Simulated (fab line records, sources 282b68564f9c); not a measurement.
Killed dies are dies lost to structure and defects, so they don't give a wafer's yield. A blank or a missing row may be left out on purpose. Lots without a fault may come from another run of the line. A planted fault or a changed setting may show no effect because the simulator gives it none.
fab line records | flow rit_cmos
record lots=6 wafers=18 last_day=7
route steps=202 shown REOX@99 NLDD@103 PLDD@114 SPACER@125 NSD@131 M1@202
lots that met no fault: from a run of the same line without faults
start_h: hours from the record's first day to the start of the lot's first wafer shown | wait_h: hours since the lot's step before | " the same as in the row above | L1.1+2: a row that stands for several wafers | - no value, or no start given | * or withheld: withheld | < > ~ a bound
route shown NAME@n: a module of which the file shows steps, and the number in the route of the first | usual: mean/standard deviation of fault-free wafers | same: alike in all rows | chamber/n: place in a boat | sites: the reading at each site | _std_site: their standard deviation | _edge_site: outer sites' mean less inner sites' | radius_mm: how far each site lies from the wafer's centre | mask NAME#n: copy n | behind: the tool/chamber that last shaped the wafer | hold: why the lot was held/for how many hours/how that ended | device: the transistor (n, p or np) that didn't switch | end of line: the same wafers' tests at the end of the route | a step without rows: its recipe alone | killed: dies lost to structure and defects at the first sort, not the wafer's yield | map: a wafer's dies, x killed, . not, _ none there
set.NAME: the setting as run; set.NAME@STEP: as run at that earlier step | model.NAME: the simulator's own value behind a step, which no gauge read
lots at some steps of the route; a table a step, a row a wafer
services: from which hour (start_h, from the record's first day; less than 0 if before it) a tool's chamber was out of use, for how many hours, and why
## steps
# step RIT_REOX_CLEAN_01
# recipe chemistry=dHF dilution=50:1 time_s=30
# step RIT_REOX_CLEAN_02
# recipe chemistry=SC2 mix=3:3:50 time_s=600 temp_c=75 dry=n2_spin
# step RIT_REOX_OXIDATION_03
# recipe temp_c=900 ambient=O2 target_thk_a=252 ox_time_s=5580
# step RIT_REOX_THK_MEAS_04
# recipe reads=SiO2_of_REOX_OXIDATION_03
# usual REOX_OXIDE_THK=25.2/0.43
# columns lot.wafer tool chamber start_h wait_h REOX_OXIDE_THK[nm]
L190.1 film_metro-03 - 46.04 0.0 25.3
L190.2 " - " " 25.1
L190.4 " - " " 25.3
L193.1 film_metro-03 - 59.62 0.0 25.8
L193.2 " - " " 25.7
L193.3 " - " " 25.9
L202.2 film_metro-01 - 106.49 0.0 25.7
L202.3 " - " " 25.8
L202.4 " - " " 25.2
L203.2 film_metro-04 - 110.35 0.0 25.4
L203.3 " - " " 24.8
L203.5 " - " " 25.0
L206.1 film_metro-03 - 126.98 0.0 25.4
L206.2 " - " " 25.6
L206.5 " - " " 25.3
L212.1 film_metro-03 - 159.75 0.0 24.9
L212.2 " - " " 24.7
L212.5 " - " " 24.8
# step RIT_NLDD_HMDS_00
# recipe prime_time_s=60 prime_temp_c=140
# step RIT_NLDD_COAT_01
# recipe resist=NOVOLAK spin_rpm=3250 resist_thk_nm=1000
# step RIT_NLDD_SOFTBAKE_02
# recipe resist=NOVOLAK temp_c=90 time_s=60
# step RIT_NLDD_EXPOSE_03
# recipe mask_id=M7 na=0.57 target_cd_nm=40700 dose_mj=250
# step RIT_NLDD_PEB_04
# recipe resist=NOVOLAK temp_c=withheld time_s=withheld
# step RIT_NLDD_DEVELOP_05
# recipe resist=NOVOLAK develop_time_s=50 dev_temp_c=23
# step RIT_NLDD_OVL_MEAS_06
# usual NLDD_OVL=0.7/1.5
# columns lot.wafer tool chamber start_h wait_h NLDD_OVL[nm]
L190.1 overlay-02 - 47.15 - 0.7
L190.2 " - " " 1.1
L190.4 " - " " 1.6
L193.1 overlay-01 - 60.74 - 1.8
L193.2 " - " " 0.5
L193.3 " - " " 1.8
L202.2 overlay-02 - 107.39 - -0.5
L202.3 " - " " -0.6
L202.4 " - " " 0.8
L203.2 overlay-01 - 111.54 - 2.5
L203.3 " - " " 2.1
L203.5 " - " " 2.9
L206.1 overlay-02 - 127.89 - 2.1
L206.2 " - " " 1.8
L206.5 " - " " 1.8
L212.1 overlay-02 - 160.79 - -1.5
L212.2 " - " " -2.7
L212.5 " - " " -2.1
# step RIT_NLDD_HARDBAKE_07
# recipe resist=NOVOLAK temp_c=140 time_s=60
# step RIT_NLDD_IMPLANT_08
# recipe species=P energy_kev=20 dose_cm2=4.887e+14 tilt_deg=7
# usual end_station_pressure_torr=5.29e-06/2.8e-07
# columns lot.wafer tool chamber start_h wait_h end_station_pressure_torr
L190.1 implanter-02 0 47.34 0.1 5.83e-06
L190.2 " 0 " " 5.45e-06
L190.4 " 0 " " 5.67e-06
L193.1 implanter-04 0 60.93 0.1 5.48e-06
L193.2 " 0 " " 4.94e-06
L193.3 " 0 " " 5.39e-06
L202.2 implanter-04 0 107.60 0.1 4.79e-06
L202.3 " 0 " " 5.08e-06
L202.4 " 0 " " 6.14e-06
L203.2 implanter-04 0 111.74 0.1 5.33e-06
L203.3 " 0 " " 5.45e-06
L203.5 " 0 " " 5.24e-06
L206.1 implanter-01 0 128.07 0.1 5.55e-06
L206.2 " 0 " " 5.37e-06
L206.5 " 0 " " 5.78e-06
L212.1 implanter-01 0 160.97 0.1 5.32e-06
L212.2 " 0 " " 5.16e-06
L212.5 " 0 " " 5.07e-06
# step RIT_NLDD_STRIP_09
# recipe chemistry=O2 time_s=180 resist=NOVOLAK platen_temp_c=withheld power_w=500 pressure_mtorr=4000 o2_flow_sccm=4000
# usual drypump_motor_current_A=5.8/0.48
# columns lot.wafer tool chamber start_h wait_h drypump_motor_current_A rf_hours_counter_h
L190.1 plasma_asher-04 1 47.53 0.2 6.4 38
L190.2 " 0 " " 5.9 38
L190.4 " 1 " " 6.3 -
L193.1 plasma_asher-04 0 61.08 0.1 5.8 39
L193.2 " 1 " " 6.3 39
L193.3 " 0 " " 5.9 -
L202.2 plasma_asher-02 0 107.72 0.1 5.1 33
L202.3 " 0 " " 5.1 -
L202.4 " 1 " " 4.9 -
L203.2 plasma_asher-04 0 111.87 0.1 5.9 44
L203.3 " 1 " " 6.4 -
L203.5 " 0 " " 5.9 -
L206.1 plasma_asher-02 1 128.22 0.1 4.9 35
L206.2 " 0 " " 5.1 35
L206.5 " 1 " " 4.9 -
L212.1 plasma_asher-03 0 161.12 0.1 5.8 54
L212.2 " 1 " " 6.0 54
L212.5 " 1 " " 6.1 -
# step RIT_NLDD_TW_MEAS_10
# usual NLDD_TW=2491/14
# columns lot.wafer tool chamber start_h wait_h NLDD_TW
L190.1 film_metro-02 - 47.71 0.1 2476
L190.2 " - " " 2479
L190.4 " - " " 2474
L193.1 film_metro-04 - 61.25 0.1 2470
L193.2 " - " " 2480
L193.3 " - " " 2480
L202.2 film_metro-04 - 107.91 0.1 2489
L202.3 " - " " 2368
L202.4 " - " " 2495
L203.2 film_metro-03 - 112.05 0.1 2496
L203.3 " - " " 2485
L203.5 " - " " 2427
L206.1 film_metro-03 - 128.40 0.1 2500
L206.2 " - " " 2499
L206.5 " - " " 2511
L212.1 film_metro-03 - 161.30 0.1 2522
L212.2 " - " " 2507
L212.5 " - " " 2496
# step RIT_PLDD_HMDS_00
# recipe prime_time_s=60 prime_temp_c=140
# step RIT_PLDD_COAT_01
# recipe resist=NOVOLAK spin_rpm=3250 resist_thk_nm=1000
# step RIT_PLDD_SOFTBAKE_02
# recipe resist=NOVOLAK temp_c=90 time_s=60
# step RIT_PLDD_EXPOSE_03
# recipe mask_id=M8 na=0.57 target_cd_nm=40900 dose_mj=250
# step RIT_PLDD_PEB_04
# recipe resist=NOVOLAK temp_c=withheld time_s=withheld
# step RIT_PLDD_DEVELOP_05
# recipe resist=NOVOLAK develop_time_s=50 dev_temp_c=23
# step RIT_PLDD_OVL_MEAS_06
# usual PLDD_OVL=0.0/1.3
# columns lot.wafer tool chamber start_h wait_h PLDD_OVL[nm]
L190.1 overlay-02 - 48.62 - 2.7
L190.2 " - " " 3.8
L190.4 " - " " 3.4
L193.1 overlay-01 - 62.18 - -1.8
L193.2 " - " " -1.4
L193.3 " - " " -1.5
L202.2 overlay-01 - 108.98 - 0.2
L202.3 " - " " 0.0
L202.4 " - " " 0.7
L203.2 overlay-02 - 112.96 - 0.7
L203.3 " - " " 1.0
L203.5 " - " " -0.1
L206.1 overlay-01 - 129.32 - 0.7
L206.2 " - " " 0.9
L206.5 " - " " 1.5
L212.1 overlay-01 - 162.21 - 0.6
L212.2 " - " " 1.8
L212.5 " - " " 2.5
# step RIT_PLDD_HARDBAKE_07
# recipe resist=NOVOLAK temp_c=140 time_s=60
# step RIT_PLDD_IMPLANT_08
# recipe species=BF2 energy_kev=19.71 dose_cm2=9e+14 tilt_deg=7
# step RIT_PLDD_STRIP_09
# recipe chemistry=O2 time_s=180 resist=NOVOLAK platen_temp_c=withheld power_w=500 pressure_mtorr=4000 o2_flow_sccm=4000
# usual drypump_motor_current_A=5.6/0.56
# columns lot.wafer tool chamber start_h wait_h drypump_motor_current_A rf_hours_counter_h
L190.1 plasma_asher-02 0 48.95 0.1 5.1 27
L190.2 " 1 " " 4.9 27
L190.4 " 0 " " 5.1 -
L193.1 plasma_asher-03 1 62.51 0.1 6.1 43
L193.2 " 0 " " 5.8 43
L193.3 " 1 " " 6.1 -
L202.2 plasma_asher-02 1 109.31 0.1 4.9 33
L202.3 " 1 " " 4.9 -
L202.4 " 0 " " 5.1 -
L203.2 plasma_asher-03 0 113.29 0.1 5.8 49
L203.3 " 1 " " 6.1 -
L203.5 " 1 " " 6.1 -
L206.1 plasma_asher-01 1 129.66 0.1 5.1 2
L206.2 " 0 " " 6.5 2
L206.5 " 0 " " 6.4 -
L212.1 plasma_asher-02 1 162.54 0.1 4.9 38
L212.2 " 0 " " 5.1 38
L212.5 " 1 " " 4.9 -
# step RIT_PLDD_TW_MEAS_10
# usual PLDD_TW=2347/15
# columns lot.wafer tool chamber start_h wait_h PLDD_TW
L190.1 film_metro-02 - 49.13 0.1 2331
L190.2 " - " " 2345
L190.4 " - " " 2341
L193.1 film_metro-02 - 62.69 0.1 2334
L193.2 " - " " 2329
L193.3 " - " " 2335
L202.2 film_metro-02 - 109.50 0.1 2327
L202.3 " - " " 2325
L202.4 " - " " 2331
L203.2 film_metro-02 - 113.47 0.1 2324
L203.3 " - " " 2325
L203.5 " - " " 2339
L206.1 film_metro-04 - 129.83 0.1 2354
L206.2 " - " " 2364
L206.5 " - " " 2377
L212.1 film_metro-03 - 162.72 0.1 2359
L212.2 " - " " 2377
L212.5 " - " " 2374
# step RIT_SPACER_CLEAN_00
# recipe chemistry=SC1 mix=3:3:50 time_s=600 temp_c=75
# step RIT_SPACER_CLEAN_01
# recipe chemistry=dHF dilution=50:1 time_s=30
# step RIT_SPACER_CLEAN_02
# recipe chemistry=SC2 mix=3:3:50 time_s=600 temp_c=75 dry=n2_spin
# step RIT_SPACER_CVD_03
# recipe material=Si3N4 target_thk_nm=250 temp_c=810 precursor=SiH2Cl2/NH3 time_s=3300 pressure_mtorr=300 sih2cl2_flow_sccm=60 nh3_flow_sccm=150
# step RIT_SPACER_THK_MEAS_04
# recipe reads=Si3N4_of_SPACER_CVD_03
# usual SPACER_NITRIDE_THK=248.9/2.5
# columns lot.wafer tool chamber start_h wait_h SPACER_NITRIDE_THK[nm]
L190.1 film_metro-02 - 51.49 0.0 246.4
L190.2 " - " " 247.1
L190.4 " - " " 246.3
L193.1 film_metro-01 - 65.03 0.0 251.8
L193.2 " - " " 250.9
L193.3 " - " " 252.8
L202.2 film_metro-02 - 111.86 0.0 248.5
L202.3 " - " " 249.5
L202.4 " - " " 247.9
L203.2 film_metro-02 - 115.85 0.0 249.7
L203.3 " - " " 248.3
L203.5 " - " " 248.8
L206.1 film_metro-04 - 132.18 0.0 246.8
L206.2 " - " " 245.7
L206.5 " - " " 248.3
L212.1 film_metro-04 - 165.48 0.0 250.1
L212.2 " - " " 248.9
L212.5 " - " " 250.6
# step RIT_SPACER_ETCHBACK_05
# recipe target_depth_a=2500 SF6_flow_sccm=30 CHF3_flow_sccm=30 target=Si3N4 chemistry=SF6/CHF3 pressure_mtorr=40 rf_w=250 time_s=240 stop_on=SiO2
# usual drypump_motor_current_A=5.9/0.51 oes_product_au=0.838/0.018 throttle_valve_pct=10.24/0.13
# columns lot.wafer tool chamber start_h wait_h drypump_motor_current_A oes_product_au rf_hours_counter_h throttle_valve_pct
L190.1 rie_diel-04 2 51.55 0.1 5.8 0.853 108 10.04
L190.2 " 3 " " 5.8 0.825 84 10.43
L190.4 " 0 " " 6.4 0.815 95 10.17
L193.1 rie_diel-03 1 65.09 0.1 5.8 0.850 3 10.33
L193.2 " 3 " " 6.2 0.830 139 10.34
L193.3 " 2 " " 5.8 0.877 6 10.52
L202.2 rie_diel-01 2 111.91 0.0 6.6 0.843 53 10.16
L202.3 " 3 " " 4.7 0.814 36 10.20
L202.4 " 1 " " 6.1 0.836 0 10.34
L203.2 rie_diel-04 3 115.90 0.0 5.8 0.831 85 10.43
L203.3 " 0 " " 6.3 0.827 97 10.19
L203.5 " 0 " " 6.3 0.827 - 10.18
L206.1 rie_diel-03 0 132.24 0.1 4.9 0.855 16 10.15
L206.2 " 3 " " 6.2 0.815 141 10.36
L206.5 " 1 " " 5.7 0.833 - 10.32
L212.1 rie_diel-01 2 165.54 0.1 6.6 0.844 54 10.18
L212.2 " 3 " " 4.7 0.815 36 10.20
L212.5 " 0 " " 5.8 0.861 - 10.17
# step RIT_NSD_HMDS_00
# recipe prime_time_s=60 prime_temp_c=140
# step RIT_NSD_COAT_01
# recipe resist=NOVOLAK spin_rpm=3250 resist_thk_nm=1000
# step RIT_NSD_SOFTBAKE_02
# recipe resist=NOVOLAK temp_c=90 time_s=60
# step RIT_NSD_EXPOSE_03
# recipe mask_id=M9 na=0.57 target_cd_nm=40700 dose_mj=250
# step RIT_NSD_PEB_04
# recipe resist=NOVOLAK temp_c=withheld time_s=withheld
# step RIT_NSD_DEVELOP_05
# recipe resist=NOVOLAK develop_time_s=50 dev_temp_c=23
# step RIT_NSD_OVL_MEAS_06
# usual NSD_OVL=-0.7/1.6
# columns lot.wafer tool chamber start_h wait_h NSD_OVL[nm]
L190.1 overlay-02 - 52.80 - 0.2
L190.2 " - " " -1.0
L190.4 " - " " 0.2
L193.1 overlay-01 - 66.10 - 0.5
L193.2 " - " " 0.2
L193.3 " - " " 2.4
L202.2 overlay-01 - 113.04 - -2.3
L202.3 " - " " -2.6
L202.4 " - " " -2.0
L203.2 overlay-02 - 116.96 - -0.3
L203.3 " - " " -0.7
L203.5 " - " " -1.2
L206.1 overlay-02 - 133.36 - -2.2
L206.2 " - " " -1.6
L206.5 " - " " -2.7
L212.1 overlay-01 - 166.81 - -2.3
L212.2 " - " " -2.3
L212.5 " - " " -1.8
# step RIT_NSD_HARDBAKE_07
# recipe resist=NOVOLAK temp_c=140 time_s=60
# step RIT_NSD_IMPLANT_08
# recipe species=P energy_kev=25 dose_cm2=1.02e+15 tilt_deg=7
# step RIT_NSD_STRIP_09
# recipe chemistry=O2 time_s=180 resist=NOVOLAK platen_temp_c=withheld power_w=500 pressure_mtorr=4000 o2_flow_sccm=4000
# usual drypump_motor_current_A=5.9/0.44
# columns lot.wafer tool chamber start_h wait_h drypump_motor_current_A rf_hours_counter_h
L190.1 plasma_asher-03 0 53.13 0.1 5.8 42
L190.2 " 1 " " 6.1 42
L190.4 " 0 " " 5.8 -
L193.1 plasma_asher-04 0 66.44 0.1 5.9 40
L193.2 " 1 " " 6.3 40
L193.3 " 0 " " 5.9 -
L202.2 plasma_asher-04 1 113.37 0.1 6.4 45
L202.3 " 1 " " 6.4 -
L202.4 " 0 " " 5.9 -
L203.2 plasma_asher-03 0 117.29 0.1 5.8 49
L203.3 " 0 " " 5.8 -
L203.5 " 0 " " 5.8 -
L206.1 plasma_asher-01 0 133.70 0.1 6.4 2
L206.2 " 1 " " 5.2 2
L206.5 " 1 " " 5.2 -
L212.1 plasma_asher-03 1 167.15 0.1 6.1 54
L212.2 " 0 " " 5.8 54
L212.5 " 1 " " 6.1 -
# step RIT_SDANNEAL_RS_MEAS_07
# recipe thk_meas_gauge=four-point-probe
# usual NLDD_RS=154.6/0.69
# columns lot.wafer tool chamber start_h wait_h NLDD_RS[ohm/sq]
L190.1 film_metro-04 - 55.59 0.1 155.1
L190.2 " - " " 155.2
L190.4 " - " " 155.5
L193.1 film_metro-04 - 69.02 0.1 155.1
L193.2 " - " " 155.3
L193.3 " - " " 155.3
L202.2 film_metro-04 - 115.96 0.1 -
L202.3 " - " " -
L202.4 " - " " -
L203.2 film_metro-02 - 119.76 0.1 -
L203.3 " - " " -
L203.5 " - " " -
L206.1 film_metro-02 - 136.14 0.1 154.3
L206.2 " - " " 154.7
L206.5 " - " " 154.6
L212.1 film_metro-03 - 169.71 0.1 154.4
L212.2 " - " " 154.2
L212.5 " - " " 154.5
# step RIT_M1_PROBE_99
# usual killed_at_M0_to_M3=0.0/0.12 killed_at_contacts=0.1/0.29 killed_at_front_end=7/3 killed_dies=7/3 killed_open=3.5/2 killed_short=3.4/2
# same gross_dies=264 killed_at_M4_up=0 killed_at_back_side=0 killed_at_other=0
# columns lot.wafer tool chamber start_h wait_h killed_at_M0_to_M3 killed_at_contacts killed_at_front_end killed_dies killed_open killed_short model.etest.nmos_turned.drive_ua_um model.etest.nmos_0p15.drive_ua_um model.etest.nmos_0p15.swing_mv_dec model.etest.nmos_0p15.off_log10_a_um model.etest.retro_edge_nmos.off_log10_a_um model.etest.ring.quiet_log10_a model.etest.nmos_turned.isub_log10_a_um model.etest.nmos_0p15.isub_log10_a_um
L190.1 prober-02 - 62.48 0.1 0 0 12 12 4 8 334.8 466 86.04 -10.13 -10.02 -7.768 -7.179 -6.939
L190.2 prober-02 - 62.53 0.1 0 0 6 6 2 4 342.1 472 86.13 -10.12 -10.29 -7.786 -7.164 -7.042
L190.4 prober-02 - 62.63 0.2 0 0 5 5 2 3 341.9 482.2 86.41 -9.657 -9.551 -7.397 -7.125 -6.946
L193.1 prober-01 - 76.04 0.1 0 0 3 3 0 3 317.9 478.9 86.16 -10.07 -9.927 -7.563 -7.227 -6.912
L193.2 prober-01 - 76.09 0.1 0 0 6 6 4 2 317.1 463.7 85.83 -10.22 -10.12 -7.822 -7.198 -6.971
L193.3 prober-01 - 76.14 0.2 0 0 13 13 6 7 314 461.8 85.63 -10.29 -10.25 -7.777 -7.24 -7.016
L202.2 prober-02 - 123.02 0.1 1 0 6 7 5 2 453.3 494.8 87.3 -9.431 -9.316 -7.357 -6.986 -6.851
L202.3 prober-02 - 123.07 0.2 0 0 5 5 3 2 487.9 502.1 87.48 -9.213 -9.181 -7.1 -7.007 -6.881
L202.4 prober-02 - 123.12 0.2 0 0 4 4 4 0 456.6 500.1 87.21 -9.45 -9.205 -7.303 -7.035 -6.877
L203.2 prober-01 - 126.77 0.1 0 0 5 5 3 2 430.6 473.8 87.11 -9.886 -9.651 -7.76 -7.103 -6.887
L203.3 prober-01 - 126.82 0.2 0 0 15 15 10 5 417 470.4 86.89 -9.913 -9.834 -7.735 -7.049 -6.955
L203.5 prober-01 - 126.92 0.2 0 1 10 11 7 4 471.2 488.2 86.81 -9.661 -9.681 -7.561 -7.052 -6.829
L206.1 prober-02 - 143.18 0.1 0 1 8 9 5 4 325.6 457.6 86.33 -10.34 -10.2 -7.927 -7.135 -6.91
L206.2 prober-02 - 143.23 0.1 0 0 6 6 1 5 319.1 458.1 85.96 -10.34 -10.25 -7.839 -7.218 -7.008
L206.5 prober-02 - 143.38 0.2 0 0 4 4 0 4 322.6 454.8 86.1 -10.6 -10.43 -8.027 -7.151 -6.991
L212.1 prober-01 - 177.06 0.1 0 0 8 8 6 2 326 453.2 87.69 -10.18 -10.06 -7.817 -7.186 -6.966
L212.2 prober-01 - 177.11 0.1 0 0 5 5 3 2 337.6 471.3 87.03 -10.16 -9.922 -7.604 -7.119 -6.845
L212.5 prober-01 - 177.26 0.2 0 0 6 6 5 1 328.6 463.6 86.55 -10.09 -10.15 -7.702 -7.22 -6.935
# killed by level:class
L190.1 REOX:geometric_particle:short=3 GATE:geometric_particle:open=2 SILICIDE:geometric_particle:short=2 FOX1:geometric_particle:short=1 FOX1:geometric_particle:open=1 FOX2:geometric_particle:open=1 FOX2:geometric_particle:short=1 GATE:geometric_particle:short=1
L190.2 FOX1:geometric_particle:short=1 GATE:geometric_particle:short=1 GATE:geometric_particle:open=1 REOX:geometric_particle:short=1 SPACER:geometric_particle:short=1 SILICIDE:geometric_particle:open=1
L190.4 FOX1:geometric_particle:short=1 FOX1:geometric_particle:open=1 GATE:geometric_particle:short=1 REOX:geometric_particle:short=1 SILICIDE:geometric_particle:open=1
L193.1 REOX:geometric_particle:short=1 SPACER:geometric_particle:short=1 SILICIDE:geometric_particle:short=1
L193.2 SILICIDE:geometric_particle:open=2 FOX1:geometric_particle:open=1 GATE:geometric_particle:short=1 GATE:geometric_particle:open=1 REOX:geometric_particle:short=1
L193.3 FOX1:geometric_particle:short=3 GATE:geometric_particle:open=3 SPACER:geometric_particle:short=2 SILICIDE:geometric_particle:open=2 FOX1:geometric_particle:open=1 FOX2:geometric_particle:short=1 GATE:geometric_particle:short=1
L202.2 GATE:geometric_particle:open=2 GATE:geometric_particle:short=1 REOX:geometric_particle:open=1 SPACER:geometric_particle:open=1 SPACER:geometric_particle:short=1 M1:geometric_particle:open=1
L202.3 SPACER:geometric_particle:open=2 FOX2:geometric_particle:short=1 GATE:geometric_particle:open=1 REOX:geometric_particle:short=1
L202.4 SPACER:geometric_particle:open=2 FOX1:geometric_particle:open=1 REOX:geometric_particle:open=1
L203.2 GATE:geometric_particle:open=2 REOX:geometric_particle:short=1 SILICIDE:geometric_particle:short=1 SILICIDE:geometric_particle:open=1
L203.3 GATE:geometric_particle:open=4 FOX1:geometric_particle:open=2 SPACER:geometric_particle:open=2 FOX1:geometric_particle:short=1 FOX2:geometric_particle:short=1 GATE:geometric_particle:short=1 REOX:geometric_particle:short=1 REOX:geometric_particle:open=1
L203.5 FOX1:geometric_particle:open=3 GATE:geometric_particle:open=2 GATE:geometric_particle:short=2 SILICIDE:geometric_particle:open=2 REOX:geometric_particle:short=1 CONTACT:geometric_particle:short=1
L206.1 SPACER:geometric_particle:open=2 SILICIDE:geometric_particle:short=2 FOX1:geometric_particle:open=1 FOX1:geometric_particle:short=1 GATE:geometric_particle:short=1 GATE:geometric_particle:open=1 CONTACT:geometric_particle:open=1
L206.2 FOX1:geometric_particle:short=2 GATE:geometric_particle:short=1 REOX:geometric_particle:open=1 REOX:geometric_particle:short=1 SPACER:geometric_particle:short=1
L206.5 GATE:geometric_particle:short=2 REOX:geometric_particle:short=1 SILICIDE:geometric_particle:short=1
L212.1 FOX2:geometric_particle:open=3 FOX2:geometric_particle:short=2 FOX1:geometric_particle:open=1 SPACER:geometric_particle:open=1 SILICIDE:geometric_particle:open=1
L212.2 FOX1:geometric_particle:open=2 FOX2:geometric_particle:open=1 GATE:geometric_particle:short=1 SILICIDE:geometric_particle:short=1
L212.5 GATE:geometric_particle:open=3 FOX2:geometric_particle:open=2 FOX1:geometric_particle:short=1
## services
# columns tool chamber start_h hours kind
rie_diel-01 - 42.55 0.4 repair
rie_diel-01 1 55.66 - clean
rie_diel-01 1 55.66 24.1 scheduled_down
rie_diel-01 1 55.66 24.1 vent_cycle
implanter-02 - 58.08 7.7 repair
rie_diel-01 3 63.31 4.3 repair
rie_diel-04 3 64.87 3.3 repair
implanter-01 - 77.66 3.2 repair
rie_diel-01 - 89.55 1.4 repair
implanter-04 - 91.54 2.0 repair
implanter-01 - 92.37 6.4 repair
rie_diel-04 - 95.78 2.8 pm
rie_diel-01 1 97.98 8.9 repair
plasma_asher-02 - 106.27 1.4 repair
plasma_asher-01 - 108.75 9.0 pm
plasma_asher-01 0 108.75 9.0 vent_cycle
plasma_asher-01 1 108.75 9.0 vent_cycle
plasma_asher-01 0 117.75 - clean
plasma_asher-01 1 117.75 - clean
implanter-01 - 132.05 5.8 repair
implanter-01 - 137.83 3.9 pm
rie_diel-03 0 139.60 17.5 repair
## key
first_sign step=RIT_NLDD_TW_MEAS_10 reading=NLDD_TW direction=down sigmas=2.3 usual=2491 struck=2460 wafers_moved=2
effect step=RIT_SDANNEAL_RS_MEAS_07 reading=NLDD_RS direction=missing
model_effect step=RIT_M1_PROBE_99 value=etest.nmos_turned.drive_ua_um without=326.3 struck=452.8
met_at RIT_NLDD_IMPLANT_08
struck_wafers L202.2,L202.3,L202.4,L203.2,L203.3,L203.5
tester_left_out L202,L203
onset_between 60.93 107.60
fault kind=process_parameter_drift tool=implanter-04 chamber=- onset_h=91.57 steps=RIT_NLDD_IMPLANT_08 channel=tilt_deg offset=-4 spread_by_wafer=0.3 shape=step end_h=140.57 acts_in=these_recipes_only stated=7
# tester_left_out: of these lots the tester's yield and bins aren't shown, on N5 and GAA mostly nor the transistor test; their killed dies are dies lost to structure and defects alone, not to doping, threshold or leakage, so they don't give the yield
